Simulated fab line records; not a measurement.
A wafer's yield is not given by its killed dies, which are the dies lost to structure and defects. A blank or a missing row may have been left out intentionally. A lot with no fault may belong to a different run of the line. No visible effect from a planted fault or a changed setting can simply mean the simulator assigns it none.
Code-filled problem report in 8D (eight disciplines) form -- flow berkeley cmos170 -- the parts of the form that need people (team, actions taken, sign-off) are left out

## 1. THE PROBLEM
Mean of tube center temp C at UCB170_M1_ANNEAL_14: 290 C across 12 wafers in 4 lots; on wafers with no fault it is 400 C (standard deviation 0.038). So: -99 or more standard deviations from the usual mean.
The step: time 1200 s.
Seen first at day 12 04:31 on furnace-03, wafer L367.1. Wafers with a number at this step in the record: 48, from 16 lots. By rule, "out" or "out of limits" means more than 4 standard deviations away from the usual mean. The other wafers with a number count as sound.

## 2. WHAT IT IS, AND WHAT IT ISN'T
question,is,is not
which readings at this step,"tube center temp C, spike tc centre C, spike tc load C, spike tc source C, tube_center_temp_C_max, zone power centre pct, zone power load pct, zone power source pct",-
which lots,"L365, L367, L368, L369","L349, L351, L353, L355, L356, L357, L358, L359, L360, L362, L363, L366"
which wafers of those lots,all that have a number,-
read on which tools,furnace-03,-
when,from day 12 04:31,up to then (36 sound wafers)

## 3. SUSPECTS, AND WHAT RULES EACH OUT
Counting: a tool at any process step up to the reading remains a suspect when it ran all the lots that are out and ran no sound lot after the first of those.
- furnace-03 at UCB170_M1_ANNEAL_14 (time 1200 s): kept. All lots that are out passed through it, beginning with L367 at day 12 04:31, and no sound lot followed; its final sound lot before that point was L366 at day 12 00:59. Out on those wafers are its own readings of spike tc centre C, spike tc load C, spike tc source C, tube center temp C, tube_center_temp_C_max, zone power centre pct, zone power load pct, zone power source pct.
Remaining after the count: furnace-03 at UCB170_M1_ANNEAL_14.

## 4. THE CAUSE (what the simulator had put in)
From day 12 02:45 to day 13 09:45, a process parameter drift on furnace-03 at UCB170_M1_ANNEAL_14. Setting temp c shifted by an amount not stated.
Only this tool survived the counting.

## 5. THE CHAIN OF EFFECTS, in route order
Rows list readings where the struck wafers' mean (over those with a number) sits beyond 3 standard deviations from the usual. Readings are gone through only where the record gives a usual standard deviation; hours: the median, over the lots, of the time from a lot's start at the first step in this table giving one to that lot's start at this step; sigmas: the change measured in usual standard deviations.
hours,step,reading,usual,on struck wafers,change,sigmas
0,UCB170_M1_ANNEAL_14,spike tc centre C,404.4 C,294.6,-109.8,-99 or more
0,UCB170_M1_ANNEAL_14,spike tc load C,417.7 C,306.4,-111.2,-99 or more
0,UCB170_M1_ANNEAL_14,spike tc source C,414.2 C,302.6,-111.6,-99 or more
0,UCB170_M1_ANNEAL_14,tube center temp C,400 C,290,-110,-99 or more
0,UCB170_M1_ANNEAL_14,tube_center_temp_C_max,401.04,291.13,-109.91,-99 or more
0,UCB170_M1_ANNEAL_14,zone power centre pct,13.33 %,9.37,-3.96,-33
0,UCB170_M1_ANNEAL_14,zone power load pct,5.82 %,3.76,-2.06,-36
0,UCB170_M1_ANNEAL_14,zone power source pct,5.75 %,3.65,-2.10,-38
Here are the process steps it includes:
- UCB170_M1_ANNEAL_14: time 1200 s.

## 6. WHAT WOULD HAVE CAUGHT IT SOONER
The fault began at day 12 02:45; the first out-of-limits reading in this record came at day 12 04:31, 2 hours later.
